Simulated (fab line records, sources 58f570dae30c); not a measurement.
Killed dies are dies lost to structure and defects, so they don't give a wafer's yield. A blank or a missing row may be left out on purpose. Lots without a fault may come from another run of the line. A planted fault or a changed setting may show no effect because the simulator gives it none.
Tool commonality check | flow berkeley_cmos170 | 14 lots, 42 wafers sampled

WHY IT WAS OPENED
At UCB170_NSD_TW_MEAS_10 the reading NSD_TW is flagged on 2 of 14 lots. Wafers without a fault read 4171, standard deviation 24.
Rule: a lot is flagged when every wafer of it that has a number lies more than 4 standard deviations from that mean, or none has a number. The other lots count as sound.

lot  | measured     | on            | NSD_TW, wafer by wafer | flag
L847 | day 7 13:43  | film_metro-03 | 4147 4148 4140         |
L846 | day 8 03:43  | film_metro-02 | 4207 4192 4200         |
L848 | day 8 03:49  | film_metro-01 | 4171 4167 4168         |
L849 | day 8 03:58  | film_metro-03 | 4142 4149 4154         |
L853 | day 9 16:15  | film_metro-01 | 4181 4191 4183         |
L852 | day 9 16:27  | film_metro-02 | 4242 4219 4209         |
L851 | day 9 16:31  | film_metro-03 | 4167 4141 4153         |
L855 | day 9 19:23  | film_metro-02 | 4192 4212 4219         |
L854 | day 9 20:11  | film_metro-02 | 4213 4210 4179         |
L860 | day 11 04:55 | film_metro-01 | 4372 4318 4344         | FLAGGED
L862 | day 11 16:21 | film_metro-02 | 4182 4196 4174         |
L861 | day 11 16:37 | film_metro-03 | 4318 4324 4323         | FLAGGED
L866 | day 12 04:51 | film_metro-02 | 4168 4153 4165         |
L869 | day 13 05:40 | film_metro-01 | 4155 4174 4152         |
The numbers of the flagged lots are 4333 on average: +162 against the usual, or +7 standard deviations.

WHICH TOOL RAN EACH LOT
The record holds 2 process steps before the reading, out of a route of 331 steps. In each cell: the tool, then ch and the chambers that the sampled wafers went through, then the start.
lot  | flag    | UCB170_NSD_IMPLANT_08           | UCB170_NSD_STRIP_09
L847 |         | implanter-02 ch 0, day 7 13:30  | plasma_asher-03 ch 0,1, day 7 13:38
L846 |         | implanter-02 ch 0, day 8 03:29  | plasma_asher-02 ch 0,1, day 8 03:37
L848 |         | implanter-03 ch 0, day 8 03:34  | plasma_asher-03 ch 0,1, day 8 03:43
L849 |         | implanter-01 ch 0, day 8 03:43  | plasma_asher-02 ch 0,1, day 8 03:52
L853 |         | implanter-01 ch 0, day 9 16:00  | plasma_asher-02 ch 0,1, day 9 16:09
L852 |         | implanter-03 ch 0, day 9 16:12  | plasma_asher-01 ch 0,1, day 9 16:21
L851 |         | implanter-02 ch 0, day 9 16:16  | plasma_asher-03 ch 0,1, day 9 16:25
L855 |         | implanter-01 ch 0, day 9 19:08  | plasma_asher-02 ch 0,1, day 9 19:17
L854 |         | implanter-02 ch 0, day 9 19:56  | plasma_asher-02 ch 0,1, day 9 20:04
L860 | FLAGGED | implanter-03 ch 0, day 11 04:40 | plasma_asher-02 ch 0,1, day 11 04:49
L862 |         | implanter-02 ch 0, day 11 16:07 | plasma_asher-02 ch 0,1, day 11 16:14
L861 | FLAGGED | implanter-03 ch 0, day 11 16:23 | plasma_asher-01 ch 0,1, day 11 16:31
L866 |         | implanter-01 ch 0, day 12 04:38 | plasma_asher-03 ch 0,1, day 12 04:46
L869 |         | implanter-01 ch 0, day 13 05:25 | plasma_asher-03 ch 1, day 13 05:34
What these steps do:
- UCB170_NSD_IMPLANT_08
- UCB170_NSD_STRIP_09: strips in O2.
- UCB170_NSD_TW_MEAS_10

FLAGGED OVER TOTAL, TOOL BY TOOL (the gauges that took the reading come last)
step                  | tool            | lots run | flagged | share of the flagged lots | sound lots run after its first flagged lot
UCB170_NSD_IMPLANT_08 | implanter-01    | 5        | 0       | none                      | -
UCB170_NSD_IMPLANT_08 | implanter-02    | 5        | 0       | none                      | -
UCB170_NSD_IMPLANT_08 | implanter-03    | 4        | 2       | all                       | 0
UCB170_NSD_STRIP_09   | plasma_asher-01 | 2        | 1       | some                      | 0
UCB170_NSD_STRIP_09   | plasma_asher-02 | 7        | 1       | some                      | 1 (L862)
UCB170_NSD_STRIP_09   | plasma_asher-03 | 5        | 0       | none                      | -
UCB170_NSD_TW_MEAS_10 | film_metro-01   | 4        | 1       | some                      | 1 (L869)
UCB170_NSD_TW_MEAS_10 | film_metro-02   | 6        | 0       | none                      | -
UCB170_NSD_TW_MEAS_10 | film_metro-03   | 4        | 1       | some                      | 0

WHAT THE TABLE ALLOWS
1 row of the table ran every flagged lot: implanter-03 at UCB170_NSD_IMPLANT_08.
- implanter-03 at UCB170_NSD_IMPLANT_08: 2 of its 4 lots flagged. Its last sound lot is L852 (day 9 16:12), its first flagged lot L860 (day 11 04:40): a fault that began between those two fits. Its own readings lie more than 4 standard deviations out on every wafer of the flagged lots: beam_energy_keV.
One tool is left: implanter-03 at UCB170_NSD_IMPLANT_08.

WHAT THE SIMULATOR HAD PUT IN
Process parameter drift: implanter-03, from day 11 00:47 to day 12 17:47, at UCB170_NSD_IMPLANT_08. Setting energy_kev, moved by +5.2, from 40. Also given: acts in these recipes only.
Lots struck among those shown: L860, L861. The rule above found the same.
